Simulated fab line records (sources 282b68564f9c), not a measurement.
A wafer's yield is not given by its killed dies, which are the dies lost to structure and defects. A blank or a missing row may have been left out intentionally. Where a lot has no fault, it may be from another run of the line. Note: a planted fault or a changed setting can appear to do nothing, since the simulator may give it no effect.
fab line records | flow rit_cmos
[record] lots = 14 | wafers = 42 | last_day = 7
route steps=202 shown NWELL@36 M1@202
lots untouched by any fault: they come from a run of this same line in which no faults occurred
start_h: start of the lot's first displayed wafer, in hours after the record's first day | wait_h: hours elapsed since this lot's preceding step | " repeats the value in the row above | L1.1+2: several wafers, shown together as one row | - no value, or no start given | * or withheld: withheld | < > ~ a bound
route shown NAME@n: NAME is a module with steps in the file, n the number in the route of the first one | usual: mean/standard deviation taken from wafers without a fault | same: alike in all rows | chamber/n: place in a boat | sites: each site's reading | _std_site: their standard deviation | _edge_site: the outer-site mean with the inner-site mean subtracted | radius_mm: for every site, how far away it sits from the centre of the wafer | mask NAME#n: copy n | behind: tool/chamber where the wafer was last shaped | hold: the reason the lot was held/the length of the hold in hours/how it ended | device: names the non-switching transistor (n, p or np) | end of line: the tests these same wafers got at the end of their route | step lacking rows: just its recipe | killed: dies that structure and defects cost at the first sort, which is not the same as the wafer's yield | map: dies across one wafer; x = killed, . = not, _ = none there
set.NAME: setting as actually run; set.NAME@STEP: the setting as run at that earlier step | model.NAME: the simulator's own value behind a step, which no gauge read
route steps across a sampled set of lots; one table per step, one row per wafer
services: a tool's chamber out of use, with start hour (start_h, from the record's first day; less than 0 if before it), hours out, and reason
[[steps]]
[step RIT_NWELL_IMPLANT_08]
[recipe] species = P | energy_kev = 170 | dose_cm2 = 5e+13 | tilt_deg = 7
[usual] beam_energy_keV = 170.00/0.058 | beam_on_s = 9.99/0.2 | dose_ions_cm2 = 5e+13/5.5e+10
lot.wafer | tool         | chamber | start_h | wait_h | beam_energy_keV | beam_on_s | dose_ions_cm2
L433.1    | implanter-01 | 0       | 27.40   | 0.2    | 170.00          | 10.15     | 5.005e+13
L433.3    | "            | 0       | "       | "      | 170.01          | 9.90      | 5.014e+13
L433.6    | "            | 0       | "       | "      | 169.92          | 10.12     | 5.011e+13
L434.1    | implanter-02 | 0       | 33.75   | 0.2    | 169.97          | 9.83      | 4.999e+13
L434.3    | "            | 0       | "       | "      | 170.05          | 10.08     | 4.997e+13
L434.6    | "            | 0       | "       | "      | 170.06          | 9.58      | 5.008e+13
L435.2    | implanter-01 | 0       | 34.01   | 0.2    | 170.09          | 9.77      | 5.006e+13
L435.5    | "            | 0       | "       | "      | 170.03          | 9.99      | 4.99e+13
L435.6    | "            | 0       | "       | "      | 170.04          | 10.04     | 4.995e+13
L436.4    | implanter-03 | 0       | 38.68   | 0.2    | 170.03          | 9.81      | 5.002e+13
L436.5    | "            | 0       | "       | "      | 170.01          | 10.43     | 5.006e+13
L436.6    | "            | 0       | "       | "      | 170.05          | 9.72      | 5.009e+13
L437.1    | implanter-02 | 0       | 42.22   | 0.2    | 169.96          | 10.42     | 5.001e+13
L437.5    | "            | 0       | "       | "      | 170.00          | 10.64     | 4.998e+13
L437.6    | "            | 0       | "       | "      | 170.09          | 9.97      | 5e+13
L438.1    | implanter-03 | 0       | 47.44   | 0.2    | 169.97          | 10.15     | 4.994e+13
L438.3    | "            | 0       | "       | "      | 169.99          | 9.74      | 4.997e+13
L438.6    | "            | 0       | "       | "      | 169.95          | 10.11     | 4.991e+13
L439.1    | implanter-02 | 0       | 52.20   | 0.2    | 170.01          | 9.92      | 5e+13
L439.3    | "            | 0       | "       | "      | 169.92          | 9.90      | 5.002e+13
L439.5    | "            | 0       | "       | "      | 169.95          | 10.36     | 4.996e+13
L440.4    | implanter-01 | 0       | 58.55   | 0.2    | 169.98          | 10.03     | 5.001e+13
L440.5    | "            | 0       | "       | "      | 169.97          | 10.43     | 5.004e+13
L440.6    | "            | 0       | "       | "      | 169.95          | 9.88      | 4.995e+13
L443.2    | implanter-02 | 0       | 73.28   | 0.2    | 170.03          | 9.86      | 5.001e+13
L443.4    | "            | 0       | "       | "      | 169.95          | 9.80      | 4.992e+13
L443.6    | "            | 0       | "       | "      | 170.02          | 10.22     | 4.992e+13
L444.3    | implanter-02 | 0       | 81.50   | 0.2    | 169.91          | 10.03     | 4.989e+13
L444.4    | "            | 0       | "       | "      | 170.05          | 10.03     | 5.003e+13
L444.5    | "            | 0       | "       | "      | 170.03          | 10.03     | 5.002e+13
L445.1    | implanter-03 | 0       | 86.16   | 0.2    | 170.10          | 10.03     | 4.995e+13
L445.2    | "            | 0       | "       | "      | 170.05          | 9.92      | 5.005e+13
L445.5    | "            | 0       | "       | "      | 170.07          | 9.86      | 5.005e+13
L447.1    | implanter-02 | 0       | 92.37   | 0.2    | 169.95          | 10.22     | 5.005e+13
L447.2    | "            | 0       | "       | "      | 170.01          | 10.08     | 4.997e+13
L447.3    | "            | 0       | "       | "      | 170.00          | 10.30     | 4.996e+13
L452.1    | implanter-02 | 0       | 118.50  | 0.2    | 118.99          | 9.92      | 4.999e+13
L452.2    | "            | 0       | "       | "      | 118.93          | 9.92      | 5.004e+13
L452.4    | "            | 0       | "       | "      | 119.05          | 10.22     | 4.999e+13
L453.3    | implanter-02 | 0       | 121.41  | 0.2    | 119.02          | 10.14     | 5e+13
L453.4    | "            | 0       | "       | "      | 118.91          | 9.48      | 5e+13
L453.6    | "            | 0       | "       | "      | 119.05          | 10.15     | 4.994e+13
[step RIT_NWELL_TW_MEAS_10]
[usual] NWELL_TW = 2150/25
lot.wafer | tool          | chamber | start_h | wait_h | hold                     | NWELL_TW
L433.1    | film_metro-02 | -       | 27.72   | 0.1    | -                        | 2127
L433.3    | "             | -       | "       | "      | -                        | 2120
L433.6    | "             | -       | "       | "      | -                        | 2125
L434.1    | film_metro-03 | -       | 34.07   | 0.1    | -                        | 2161
L434.3    | "             | -       | "       | "      | -                        | 2168
L434.6    | "             | -       | "       | "      | -                        | 2170
L435.2    | film_metro-03 | -       | 34.32   | 0.1    | -                        | 2187
L435.5    | "             | -       | "       | "      | -                        | 2167
L435.6    | "             | -       | "       | "      | -                        | 2159
L436.4    | film_metro-02 | -       | 38.96   | 0.1    | -                        | 2122
L436.5    | "             | -       | "       | "      | -                        | 2136
L436.6    | "             | -       | "       | "      | -                        | 2110
L437.1    | film_metro-03 | -       | 42.55   | 0.1    | -                        | 2162
L437.5    | "             | -       | "       | "      | -                        | 2166
L437.6    | "             | -       | "       | "      | -                        | 2173
L438.1    | film_metro-01 | -       | 47.77   | 0.1    | -                        | 2159
L438.3    | "             | -       | "       | "      | -                        | 2170
L438.6    | "             | -       | "       | "      | -                        | 2162
L439.1    | film_metro-03 | -       | 52.53   | 0.1    | -                        | 2164
L439.3    | "             | -       | "       | "      | -                        | 2161
L439.5    | "             | -       | "       | "      | -                        | 2178
L440.4    | film_metro-03 | -       | 58.83   | 0.1    | -                        | 2166
L440.5    | "             | -       | "       | "      | -                        | 2175
L440.6    | "             | -       | "       | "      | -                        | 2161
L443.2    | film_metro-02 | -       | 73.59   | 0.1    | -                        | 2123
L443.4    | "             | -       | "       | "      | -                        | 2126
L443.6    | "             | -       | "       | "      | -                        | 2124
L444.3    | film_metro-03 | -       | 81.79   | 0.1    | -                        | 2164
L444.4    | "             | -       | "       | "      | -                        | 2155
L444.5    | "             | -       | "       | "      | -                        | 2160
L445.1    | film_metro-02 | -       | 86.48   | 0.1    | -                        | 2114
L445.2    | "             | -       | "       | "      | -                        | 2113
L445.5    | "             | -       | "       | "      | -                        | 2121
L447.1    | film_metro-02 | -       | 92.70   | 0.1    | -                        | 2106
L447.2    | "             | -       | "       | "      | -                        | 2114
L447.3    | "             | -       | "       | "      | -                        | 2120
L452.1    | film_metro-01 | -       | 118.82  | 0.1    | await_dispo/0.2h/release | 2018
L452.2    | "             | -       | "       | "      | await_dispo/0.2h/release | 2017
L452.4    | "             | -       | "       | "      | await_dispo/0.2h/release | 2014
L452.1    | film_metro-01 | -       | 119.05  | 0.2    | -                        | 2001
L452.2    | "             | -       | "       | "      | -                        | 2020
L452.4    | "             | -       | "       | "      | -                        | 2013
L453.3    | film_metro-03 | -       | 121.70  | 0.1    | await_dispo/0.2h/release | 1998
L453.4    | "             | -       | "       | "      | await_dispo/0.2h/release | 2007
L453.6    | "             | -       | "       | "      | await_dispo/0.2h/release | 1994
L453.3    | film_metro-03 | -       | 121.93  | 0.2    | -                        | 2004
L453.4    | "             | -       | "       | "      | -                        | 2000
L453.6    | "             | -       | "       | "      | -                        | 2004
[step RIT_WELLDRIVE_RS_MEAS_01]
[recipe] thk_meas_gauge = four-point-probe
[usual] NWELL_RS = 275.4/0.97
lot.wafer | tool          | chamber | start_h | wait_h | NWELL_RS[ohm/sq]
L433.1    | film_metro-01 | -       | 35.92   | 0.0    | 275.3
L433.3    | "             | -       | "       | "      | 275.8
L433.6    | "             | -       | "       | "      | 276.1
L434.1    | film_metro-03 | -       | 41.25   | 0.0    | 274.6
L434.3    | "             | -       | "       | "      | 275.0
L434.6    | "             | -       | "       | "      | 275.1
L435.2    | film_metro-01 | -       | 41.40   | 0.1    | 274.8
L435.5    | "             | -       | "       | "      | 274.7
L435.6    | "             | -       | "       | "      | 274.9
L436.4    | film_metro-02 | -       | 47.20   | 0.1    | 276.6
L436.5    | "             | -       | "       | "      | 276.3
L436.6    | "             | -       | "       | "      | 276.6
L437.1    | film_metro-01 | -       | 49.44   | 0.0    | 273.9
L437.5    | "             | -       | "       | "      | 274.3
L437.6    | "             | -       | "       | "      | 274.6
L438.1    | film_metro-03 | -       | 54.59   | 0.0    | 275.1
L438.3    | "             | -       | "       | "      | 276.6
L438.6    | "             | -       | "       | "      | 276.2
L439.1    | film_metro-02 | -       | 60.74   | 0.0    | 275.8
L439.3    | "             | -       | "       | "      | 275.2
L439.5    | "             | -       | "       | "      | 276.2
L440.4    | film_metro-02 | -       | 67.20   | 0.1    | 277.1
L440.5    | "             | -       | "       | "      | 276.8
L440.6    | "             | -       | "       | "      | 277.2
L443.2    | film_metro-01 | -       | 82.58   | 0.0    | 273.1
L443.4    | "             | -       | "       | "      | 273.6
L443.6    | "             | -       | "       | "      | 273.4
L444.3    | film_metro-01 | -       | 89.00   | 0.0    | 276.5
L444.4    | "             | -       | "       | "      | 275.6
L444.5    | "             | -       | "       | "      | 275.3
L445.1    | film_metro-03 | -       | 93.30   | 0.0    | 275.4
L445.2    | "             | -       | "       | "      | 275.0
L445.5    | "             | -       | "       | "      | 274.7
L447.1    | film_metro-01 | -       | 100.35  | 0.0    | 274.9
L447.2    | "             | -       | "       | "      | 276.0
L447.3    | "             | -       | "       | "      | 276.3
L453.3    | film_metro-03 | -       | 130.64  | 0.1    | 278.4
L453.4    | "             | -       | "       | "      | 277.6
L453.6    | "             | -       | "       | "      | 277.9
L452.1    | film_metro-03 | -       | 130.84  | 0.0    | 277.6
L452.2    | "             | -       | "       | "      | 278.3
L452.4    | "             | -       | "       | "      | 278.3
[step RIT_M1_PROBE_99]
[usual] killed_at_M0_to_M3 = 0.0/0.083 | killed_at_contacts = 0.1/0.27 | killed_at_front_end = 7/3.3 | killed_dies = 7/3.3 | killed_open = 3.5/2 | killed_short = 3.8/2.2
[same] gross_dies = 264 | killed_at_M4_up = 0 | killed_at_back_side = 0 | killed_at_other = 0
lot.wafer | tool      | chamber | start_h | wait_h | killed_at_M0_to_M3 | killed_at_contacts | killed_at_front_end | killed_dies | killed_open | killed_short
L439.1    | prober-02 | -       | 91.67   | 0.1    | 0                  | 0                  | 6                   | 6           | 3           | 3
L439.3    | prober-02 | -       | 91.77   | 0.2    | 0                  | 0                  | 9                   | 9           | 4           | 5
L439.5    | prober-02 | -       | 91.87   | 0.2    | 0                  | 0                  | 7                   | 7           | 2           | 5
L445.1    | prober-02 | -       | 125.57  | 0.1    | 0                  | 0                  | 12                  | 12          | 5           | 7
L445.2    | prober-02 | -       | 125.62  | 0.1    | 0                  | 0                  | 9                   | 9           | 5           | 4
L445.5    | prober-02 | -       | 125.77  | 0.2    | 0                  | 0                  | 5                   | 5           | 4           | 1
L447.3    | prober-02 | -       | 132.39  | 0.2    | 0                  | 0                  | 5                   | 5           | 3           | 2
L452.1    | prober-01 | -       | 167.35  | 0.1    | 0                  | 0                  | 6                   | 6           | 3           | 3
L452.2    | prober-01 | -       | 167.40  | 0.1    | 0                  | 0                  | 4                   | 4           | 3           | 1
L452.4    | prober-01 | -       | 167.50  | 0.2    | 0                  | 0                  | 4                   | 4           | 3           | 1
L453.3    | prober-02 | -       | 167.85  | 0.2    | 0                  | 0                  | 10                  | 10          | 5           | 5
L453.4    | prober-02 | -       | 167.90  | 0.2    | 0                  | 0                  | 9                   | 9           | 3           | 6
L453.6    | prober-02 | -       | 168.00  | 0.2    | 0                  | 0                  | 3                   | 3           | 2           | 1
// killed by level:class
L439.1 GATE:geometric_particle:open=2 GATE:geometric_particle:short=2 FOX2:geometric_particle:short=1 SILICIDE:geometric_particle:open=1
L439.3 GATE:geometric_particle:open=3 REOX:geometric_particle:short=2 GATE:geometric_particle:short=1 SPACER:geometric_particle:short=1 SILICIDE:geometric_particle:short=1 SILICIDE:geometric_particle:open=1
L439.5 GATE:geometric_particle:short=5 GATE:geometric_particle:open=2
L445.1 FOX1:geometric_particle:short=3 GATE:geometric_particle:short=2 REOX:geometric_particle:short=2 FOX1:geometric_particle:open=1 GATE:geometric_particle:open=1 REOX:geometric_particle:open=1 SPACER:geometric_particle:open=1 SILICIDE:geometric_particle:open=1
L445.2 GATE:geometric_particle:open=3 GATE:geometric_particle:short=3 FOX1:geometric_particle:open=1 FOX2:geometric_particle:open=1 REOX:geometric_particle:short=1
L445.5 GATE:geometric_particle:open=3 GATE:geometric_particle:short=1 SILICIDE:geometric_particle:open=1
L447.3 FOX2:geometric_particle:open=1 GATE:geometric_particle:short=1 SPACER:geometric_particle:open=1 SPACER:geometric_particle:short=1 SILICIDE:geometric_particle:open=1
L452.1 SPACER:geometric_particle:short=2 FOX1:geometric_particle:open=1 GATE:geometric_particle:short=1 SPACER:geometric_particle:open=1 SILICIDE:geometric_particle:open=1
L452.2 GATE:geometric_particle:open=2 FOX2:geometric_particle:open=1 GATE:geometric_particle:short=1
L452.4 GATE:geometric_particle:open=2 FOX1:geometric_particle:open=1 SPACER:geometric_particle:short=1
L453.3 GATE:geometric_particle:open=3 REOX:geometric_particle:short=2 FOX2:geometric_particle:open=1 GATE:geometric_particle:short=1 SPACER:geometric_particle:open=1 SPACER:geometric_particle:short=1 SILICIDE:geometric_particle:short=1
L453.4 FOX2:geometric_particle:short=2 REOX:geometric_particle:open=2 GATE:geometric_particle:short=2 GATE:geometric_particle:open=1 REOX:geometric_particle:short=1 SPACER:geometric_particle:short=1
L453.6 FOX2:geometric_particle:open=2 REOX:geometric_particle:short=1
[[services]]
tool         | chamber | start_h | hours | kind
implanter-01 | -       | 4.27    | 2.6   | pm
implanter-02 | -       | 28.50   | 4.6   | pm
implanter-02 | -       | 55.32   | 15.0  | repair
implanter-02 | -       | 61.41   | 2.1   | repair
implanter-01 | -       | 86.10   | 4.9   | pm
[[key]]
[first_sign] step = RIT_NWELL_IMPLANT_08 | reading = beam_energy_keV | direction = down | sigmas = 99+ | usual = 170.00 | struck = 118.99
[effect] step = RIT_NWELL_TW_MEAS_10 | reading = visit | direction = added
[effect] step = RIT_NWELL_TW_MEAS_10 | reading = NWELL_TW | direction = down | sigmas = 5.6 | usual = 2150 | struck = 2008
[effect] step = RIT_WELLDRIVE_RS_MEAS_01 | reading = NWELL_RS | direction = up | sigmas = 2.7 | usual = 275.4 | struck = 278.0
met_at RIT_NWELL_IMPLANT_08
struck_lots L452,L453
tester_left_out L452,L453
onset_between 92.37 118.50
[fault] kind = process_parameter_drift | tool = implanter-02 | chamber = - | onset_h = 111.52 | steps = RIT_NWELL_IMPLANT_08 | channel = energy_kev | offset = -51 | shape = step | end_h = 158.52 | acts_in = these_recipes_only | stated = 170
// tester_left_out: of these lots the tester's yield and bins aren't shown, on N5 and GAA mostly nor the transistor test; their killed dies are dies lost to structure and defects alone, not to doping, threshold or leakage, so they don't give the yield
